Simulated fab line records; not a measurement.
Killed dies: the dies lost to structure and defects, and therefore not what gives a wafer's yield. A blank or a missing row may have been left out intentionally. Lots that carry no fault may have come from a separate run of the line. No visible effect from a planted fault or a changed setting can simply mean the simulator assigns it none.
A lot that was struck, set against a sound lot -- flow rit_cmos -- 30 out of 202 route steps
Sound: the wafers L455.1, L455.3, L455.6. Struck: wafer L443.4. (L443.3, L443.5 of the same lot were not struck and are left out.) The cause comes at the end.
For every step that has rows: the tool of each side, followed by ch and its chambers, followed by its first start. Under that, the readings that differ: sound wafers -- struck wafers -- difference of the means -- sigmas: that difference in standard deviations of wafers without a fault.
alike: same words and numbers on both sides, and readings whose means sit less than 2 such deviations apart. not compared: any withheld reading, any reading some wafer has no value for, any bound like >300 that may hide the same value, and any number with overlapping values for which the record gives no deviation.
Wherever a step has rows on one side only, a row that says differs or no value, or a row with sigmas, the two part there. Numbers that have no deviation but don't overlap get no sigmas and don't part them. A reading that every wafer of one side lacks parts them only if that side has two wafers or more.

first, 6 steps without rows for these wafers: RIT_SDANNEAL_RTA_03 (time 5 s); RIT_SILICIDE_WET_ETCH_00 (etches SiO2 in BOE, target depth 14 nm, time 15 s); RIT_SILICIDE_SPUTTER_01 (material Ti, target thk 30 nm, time 240 s); RIT_SILICIDE_RTA_04 (time 10 s, ramp up 5 s, ramp down 5 s); RIT_SILICIDE_WET_ETCH_05 (etches Ti in SPM, time 120 s); RIT_SILICIDE_RTA_06 (time 10 s, ramp up 5 s, ramp down 10 s).
RIT_CONTACT_CVD_00: deposits SiO2 from TEOS, target thk 400 nm, time 63.41 s.
  sound on pecvd-04 ch 0,1,2, day 7 17:39; struck on pecvd-03 ch 0, day 5 03:38
reading,sound,struck,difference,sigmas
heater_power_w (W),314 325 218,418,+132,+2
model.SiO2_of_CONTACT_CVD_00.thk_nm (nm),401 408.6 416.9,355.5,-53.3,
RIT_CONTACT_THK_MEAS_01:
  sound on film_metro-01 at day 7 17:42; struck on film_metro-01 at day 5 03:42
reading,sound,struck,difference,sigmas
CONTACT_TEOS_THK (nm),401 408 417,355,-54,-10
then, 7 steps without rows for these wafers: RIT_CONTACT_HMDS_02 (prime time 60 s); RIT_CONTACT_COAT_03 (resist thk 1000 nm); RIT_CONTACT_SOFTBAKE_04 (time 60 s); RIT_CONTACT_EXPOSE_05 (exposes mask M11, target cd 1000 nm); RIT_CONTACT_PEB_06; RIT_CONTACT_DEVELOP_07 (develop time 120 s); RIT_CONTACT_HARDBAKE_10 (time 60 s).
RIT_CONTACT_ETCH_11: etches SiO2 in CHF3/CF4/Ar, stops on TiSi2, target depth 480 nm, time 320 s.
  sound on rie_diel-03 ch 0,2,3, day 7 19:13; struck on rie_diel-03 ch 3, day 5 05:01
reading,sound,struck,difference,sigmas
model.CONTACT.feature_depth_nm (nm),401 408.6 416.9,355.5,-53.3,
model.etch.depth_nm (nm),401 408.6 416.9,355.5,-53.3,
  alike: drypump_motor_current_A, mfc_ar_sccm, oes_product_au, throttle_valve_pct
  not compared: rf_hours_counter_h
then, 11 steps without rows for these wafers: RIT_CONTACT_STRIP_12 (strips in O2, time 180 s); RIT_CONTACT_CLEAN_13 (cleans in SC1, time 600 s); RIT_CONTACT_CLEAN_14 (cleans in SC2, time 600 s); RIT_M1_SPUTTER_00 (material Al, target thk 400 nm, time 500 s); RIT_M1_HMDS_03 (prime time 60 s); RIT_M1_COAT_04 (resist thk 1300 nm); RIT_M1_SOFTBAKE_05 (time 61.63 s); RIT_M1_EXPOSE_06 (exposes mask M12, target cd 2600 nm); RIT_M1_PEB_07; RIT_M1_DEVELOP_08 (develop time 68 s); RIT_M1_HARDBAKE_11 (time 120 s).
RIT_M1_METAL_ETCH_12: etches Al in Cl2/BCl3, stops on SiO2, time 165 s, target depth 600 nm.
  sound on rie_metal-04 ch 0,1, day 7 21:58; struck on rie_metal-03 ch 1, day 5 07:41
reading,sound,struck,difference,sigmas
oes_product_au (a.u.),0.767 0.763 0.775,0.794,+0.026,+2
model.SiO2_of_CONTACT_CVD_00.thk_nm (nm),363 370.4 378.8,317.9,-52.8,
  alike: drypump_motor_current_A, mfc_cl2_sccm, throttle_valve_pct
  not compared: rf_hours_counter_h
then, 1 step without rows for these wafers: RIT_M1_STRIP_13 (strips in nmp, time 600 s).
RIT_M1_PROBE_99:
  sound on prober-01 at day 8 00:29; struck on prober-01 at day 5 10:24
reading,sound,struck,difference,sigmas
model.etest.field_p_metal.vt_v (V),-28.19 -28.35 -29.21,-26.65,+1.93,
model.etest.antenna_contact.vt_shift_v (V),-0.01345 -0.01172 -0.007988,-0.01836,-0.00731,
  alike: killed_at_front_end, killed_dies, killed_open, killed_short
  not compared: model.etest.nmos_0p15.junction_log10_a_um

== WHERE THEY PART ==
Last at RIT_M1_METAL_ETCH_12 as far as this record goes, first at RIT_CONTACT_CVD_00. Later steps at which nothing parts them and some readings are alike: RIT_M1_PROBE_99.

WHY: what had been put in by the simulator
pecvd-03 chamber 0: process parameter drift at RIT_CONTACT_CVD_00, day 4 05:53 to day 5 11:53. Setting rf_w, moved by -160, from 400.
